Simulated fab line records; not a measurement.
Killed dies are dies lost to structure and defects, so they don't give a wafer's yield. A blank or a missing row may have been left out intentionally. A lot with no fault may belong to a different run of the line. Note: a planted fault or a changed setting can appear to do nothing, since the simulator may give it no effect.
Which tool was responsible? | flow berkeleyCmos170 | 14 lots with 42 wafers sampled at 2 steps, on a route of 331 steps

## WHAT EACH GAUGE READ, for each wafer
UCB170_M2_CD_MEAS_15: the cd target is 700 nm. Usual: cdNm 700.0 nm, standard deviation 1.6.
lot  | measured     | on       | cdNm (nm)         | flag
L153 | day 9 03:04  | cdSem-01 | 700.4 699.5 699.5 | 
L152 | day 9 04:35  | cdSem-01 | 697.5 697.6 699.0 | 
L154 | day 9 05:58  | cdSem-01 | 698.8 699.2 698.6 | 
L151 | day 9 06:18  | cdSem-01 | 698.8 700.3 700.5 | 
L157 | day 10 06:02 | cdSem-01 | 700.0 698.5 698.6 | 
L159 | day 10 18:19 | cdSem-01 | 702.0 701.6 702.2 | 
L160 | day 11 04:07 | cdSem-01 | 700.2 701.5 700.8 | 
L164 | day 11 17:56 | cdSem-01 | 701.3 701.5 703.1 | 
L165 | day 12 09:25 | cdSem-01 | 702.2 701.6 701.1 | 
L166 | day 12 10:19 | cdSem-02 | 699.9 697.9 699.0 | 
L167 | day 12 16:29 | cdSem-01 | 703.7 702.5 701.9 | 
L168 | day 13 04:25 | cdSem-01 | 698.9 700.2 700.3 | 
L174 | day 13 15:39 | cdSem-01 | 700.0 698.5 700.6 | 
L173 | day 14 05:08 | cdSem-01 | 699.3 697.4 698.7 | 

## WHAT TOOL EACH LOT RAN ON (gives the tool, then ch and the chambers of the sampled wafers, and finally the start)
lot  | UCB170_M2_STRIP_07
L153 | plasmaAsher-04 ch 0,1, day 9 01:44
L152 | plasmaAsher-02 ch 0,1, day 9 02:50
L154 | plasmaAsher-01 ch 0,1, day 9 04:42
L151 | plasmaAsher-02 ch 0,1, day 9 05:01
L157 | plasmaAsher-04 ch 0,1, day 10 03:32
L159 | plasmaAsher-04 ch 1, day 10 16:55
L160 | plasmaAsher-04 ch 0,1, day 11 02:44
L164 | plasmaAsher-04 ch 0,1, day 11 16:03
L165 | plasmaAsher-02 ch 1, day 12 08:10
L166 | plasmaAsher-01 ch 0,1, day 12 09:03
L167 | plasmaAsher-01 ch 0, day 12 14:28
L168 | plasmaAsher-01 ch 1, day 13 01:48
L174 | plasmaAsher-01 ch 0,1, day 13 14:07
L173 | plasmaAsher-04 ch 0,1, day 14 01:24
- UCB170_M2_STRIP_07: strips in O2.

## WHAT THE TOOLS THEMSELVES READ (means of the sampled wafers that have a number; where no wafer has one, the mark that the record gives instead)
UCB170_M2_STRIP_07. Usual: drypumpMotorCurrentA 5.7 A, standard deviation 0.52; oesProductAu 0.735 a.u., standard deviation 0.0044; stripTimeToEndpointS 21.99 s, standard deviation 0.071.
lot  | tool           | drypumpMotorCurrentA (A) | oesProductAu (a.u.) | stripTimeToEndpointS (s) | flag
L153 | plasmaAsher-04 | 5.8                      | 0.734               | 21.96                    | 
L152 | plasmaAsher-02 | 5.2                      | 0.733               | 22.02                    | 
L154 | plasmaAsher-01 | 6.3                      | 0.734               | 22.10                    | 
L151 | plasmaAsher-02 | 5.2                      | 0.736               | 21.94                    | 
L157 | plasmaAsher-04 | 5.6                      | 0.736               | 22.06                    | 
L159 | plasmaAsher-04 | 5.3                      | 0.734               | 22.04                    | 
L160 | plasmaAsher-04 | 5.8                      | 0.734               | 21.88                    | 
L164 | plasmaAsher-04 | 5.6                      | 0.733               | 22.04                    | 
L165 | plasmaAsher-02 | 5.8                      | 0.736               | 22.01                    | 
L166 | plasmaAsher-01 | 6.3                      | 0.732               | 22.01                    | 
L167 | plasmaAsher-01 | 5.8                      | 0.733               | 21.89                    | 
L168 | plasmaAsher-01 | 6.5                      | 0.737               | 22.10                    | 
L174 | plasmaAsher-01 | 6.0                      | 0.734               | 21.88                    | 
L173 | plasmaAsher-04 | 5.8                      | 0.736               | 21.95                    | 

## THE ANSWER, worked out from the rows above alone
Rule: take the mean of a lot's wafers that have a number; if it is more than 3 standard deviations from the usual mean, the lot is off. A lot without any number at a reading at which 4 lots or more have one is off too. All remaining lots with rows at the step are treated as sound. First the gauges in route order, then the tools' own readings, where a lot's mean is used as printed above. The first step at which some lot is off is used, and at that step the reading that is off furthest; a lot without a number counts as furthest.
Across all readings shown, no lot is off: no conclusion can be drawn from this.

## WHAT THE SIMULATOR HAD PUT IN
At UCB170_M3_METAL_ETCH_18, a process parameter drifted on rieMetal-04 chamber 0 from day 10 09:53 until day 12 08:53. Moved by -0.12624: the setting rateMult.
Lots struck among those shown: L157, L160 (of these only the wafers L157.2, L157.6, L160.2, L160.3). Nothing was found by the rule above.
